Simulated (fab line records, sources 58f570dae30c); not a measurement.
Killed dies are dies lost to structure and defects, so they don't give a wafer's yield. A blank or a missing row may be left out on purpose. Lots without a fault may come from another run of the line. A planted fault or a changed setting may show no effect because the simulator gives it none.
fab line records | flow berkeley_cmos170
record lots=6 wafers=18 last_day=12
route steps=331 shown PWELL@34
lots that met no fault: from a run of the same line without faults
start_h: hours from the record's first day to the start of the lot's first wafer shown | wait_h: hours since the lot's step before | " the same as in the row above | L1.1+2: a row that stands for several wafers | - no value, or no start given | * or withheld: withheld | < > ~ a bound
route shown NAME@n: a module of which the file shows steps, and the number in the route of the first | usual: mean/standard deviation of fault-free wafers | same: alike in all rows | chamber/n: place in a boat | sites: the reading at each site | _std_site: their standard deviation | _edge_site: outer sites' mean less inner sites' | radius_mm: how far each site lies from the wafer's centre | mask NAME#n: copy n | behind: the tool/chamber that last shaped the wafer | hold: why the lot was held/for how many hours/how that ended | device: the transistor (n, p or np) that didn't switch | end of line: the same wafers' tests at the end of the route | a step without rows: its recipe alone | killed: dies lost to structure and defects at the first sort, not the wafer's yield | map: a wafer's dies, x killed, . not, _ none there
set.NAME: the setting as run; set.NAME@STEP: as run at that earlier step | model.NAME: the simulator's own value behind a step, which no gauge read
lots at some steps of the route; a table a step, a row a wafer
## steps
# step UCB170_PWELL_CLEAN_00
# recipe chemistry=SPM temp_c=120 time_s=600
# step UCB170_PWELL_CLEAN_01
# recipe chemistry=dHF dilution=25:1 time_s=60
# step UCB170_PWELL_OXIDATION_02
# recipe temp_c=1000 ambient=O2 target_thk_a=264 ox_time_s=1260
# step UCB170_PWELL_THK_MEAS_03
# recipe reads=SiO2_of_PWELL_OXIDATION_02
# usual PWELL_OXIDE_THK=26.4/0.38
# columns lot.wafer tool chamber start_h wait_h PWELL_OXIDE_THK[nm]
L616.2 film_metro-02 - 71.76 0.0 26.3
L616.3 " - " " 26.1
L616.4 " - " " 26.1
L620.1 film_metro-03 - 88.53 0.0 26.6
L620.4 " - " " 26.2
L620.5 " - " " 26.3
L627.1 film_metro-02 - 117.00 0.0 26.3
L627.2 " - " " 26.1
L627.4 " - " " 26.4
L628.2 film_metro-03 - 122.77 0.0 26.2
L628.3 " - " " 26.4
L628.6 " - " " 26.3
L629.4 film_metro-03 - 127.38 0.0 26.1
L629.5 " - " " 25.8
L629.6 " - " " 26.0
L631.1 film_metro-03 - 144.91 0.0 26.5
L631.2 " - " " 26.8
L631.6 " - " " 26.5
# step UCB170_PWELL_ANNEAL_04
# recipe temp_c=1000 time_s=900 ambient=N2
# step UCB170_PWELL_CVD_05
# recipe material=Si3N4 target_thk_nm=220 temp_c=800 precursor=SiH2Cl2/NH3 time_s=3300 pressure_mtorr=200 sih2cl2_flow_sccm=25 nh3_flow_sccm=75
# step UCB170_PWELL_THK_MEAS_06
# recipe reads=Si3N4_of_PWELL_CVD_05
# usual PWELL_NITRIDE_THK=220.5/2.4
# columns lot.wafer tool chamber start_h wait_h PWELL_NITRIDE_THK[nm]
L616.2 film_metro-01 - 77.67 0.0 222.3
L616.3 " - " " 222.6
L616.4 " - " " 221.5
L620.1 film_metro-01 - 95.60 0.0 220.1
L620.4 " - " " 218.9
L620.5 " - " " 218.3
L627.1 film_metro-02 - 125.86 0.0 221.3
L627.2 " - " " 224.0
L627.4 " - " " 221.9
L628.2 film_metro-01 - 133.85 0.0 218.9
L628.3 " - " " 222.8
L628.6 " - " " 219.7
L629.4 film_metro-02 - 133.87 0.0 222.1
L629.5 " - " " 222.2
L629.6 " - " " 221.3
L631.1 film_metro-01 - 150.56 0.0 219.8
L631.2 " - " " 218.3
L631.6 " - " " 218.4
# step UCB170_PWELL_HMDS_07
# recipe prime_time_s=60 prime_temp_c=100
# step UCB170_PWELL_COAT_08
# recipe resist=KrF spin_rpm=1500 resist_thk_nm=900
# step UCB170_PWELL_SOFTBAKE_09
# recipe resist=KrF temp_c=130 time_s=60
# step UCB170_PWELL_EXPOSE_10
# recipe mask_id=PWELL target_cd_nm=3000 na=0.5 sigma_outer=0.6 source_shape=conventional dose_mj=19
# step UCB170_PWELL_PEB_11
# recipe peb_temp_c=130 peb_time_s=withheld resist=KrF
# step UCB170_PWELL_DEVELOP_12
# recipe developer=TMAH develop_time_s=45 resist=KrF dev_temp_c=21
# usual chill_plate_temp_C=22.98/0.11 develop_time_s=45/0
# columns lot.wafer tool chamber start_h wait_h chill_plate_temp_C develop_time_s model.KrF_of_PWELL_COAT_08.thk_nm
L616.2 litho_track-03 0 79 - 23.04 45 885.9
L616.3 " 0 " " 22.89 45 884.1
L616.4 " 0 " " 22.82 45 885.7
L620.1 litho_track-02 0 97 - 22.80 45 886.1
L620.4 " 0 " " 22.83 45 886.4
L620.5 " 0 " " 22.86 45 886.4
L627.1 litho_track-01 - 127 - - - 896.8
L627.2 " - " " - - 899.5
L627.4 " - " " - - 897.9
L628.2 litho_track-03 - 135 - - - 897.1
L628.3 " - " " - - 896.3
L628.6 " - " " - - 896.8
L629.4 litho_track-02 0 135 - 22.99 45 880.5
L629.5 " 0 " " 23.07 45 879.3
L629.6 " 0 " " 22.94 45 880
L631.1 litho_track-01 0 151 - 22.79 45 886.4
L631.2 " 0 " " 22.90 45 883.9
L631.6 " 0 " " 22.89 45 886.9
# step UCB170_PWELL_OVL_MEAS_13
# usual PWELL_OVL=-4/7.2
# columns lot.wafer tool chamber start_h wait_h PWELL_OVL[nm]
L616.2 overlay-01 - 79.76 - -5
L616.3 " - " " -6
L616.4 " - " " -7
L620.1 overlay-02 - 97.66 - -11
L620.4 " - " " -10
L620.5 " - " " -7
L627.1 overlay-02 - 127.45 - -
L627.2 " - " " -
L627.4 " - " " -
L628.2 overlay-02 - 135.12 - -
L628.3 " - " " -
L628.6 " - " " -
L629.4 overlay-02 - 135.78 - 6
L629.5 " - " " -1
L629.6 " - " " 2
L631.1 overlay-02 - 151.72 - 11
L631.2 " - " " 6
L631.6 " - " " 7
## key
first_sign step=UCB170_PWELL_DEVELOP_12 reading=tool_record direction=missing
effect none on later readings
model_effect step=UCB170_PWELL_DEVELOP_12 value=KrF_of_PWELL_COAT_08.thk_nm without=883.2 struck=897.4
met_at UCB170_PWELL_DEVELOP_12
struck_wafers L627.1,L627.2,L627.4,L628.2,L628.3,L628.6
later_rows_left_out L627.1,L627.2,L627.4,L628.2,L628.3,L628.6
sort_left_out L627.1,L627.2,L627.4,L628.2,L628.3,L628.6
tester_left_out L627,L628
fault kind=skipped_step_whole tool=litho_track-01,litho_track-03 chamber=- onset_h=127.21 steps=UCB170_PWELL_DEVELOP_12 scope=struck_lots_only
# tester_left_out: of these lots the tester's yield and bins aren't shown, on N5 and GAA mostly nor the transistor test; their killed dies are dies lost to structure and defects alone, not to doping, threshold or leakage, so they don't give the yield
# sort_left_out: the simulated sort isn't trusted on such a fault, so these wafers' sort isn't shown, and their yield isn't known
# later_rows_left_out: the simulator's readings of these wafers behind a module that went badly wrong aren't trusted and aren't shown, but for the sort
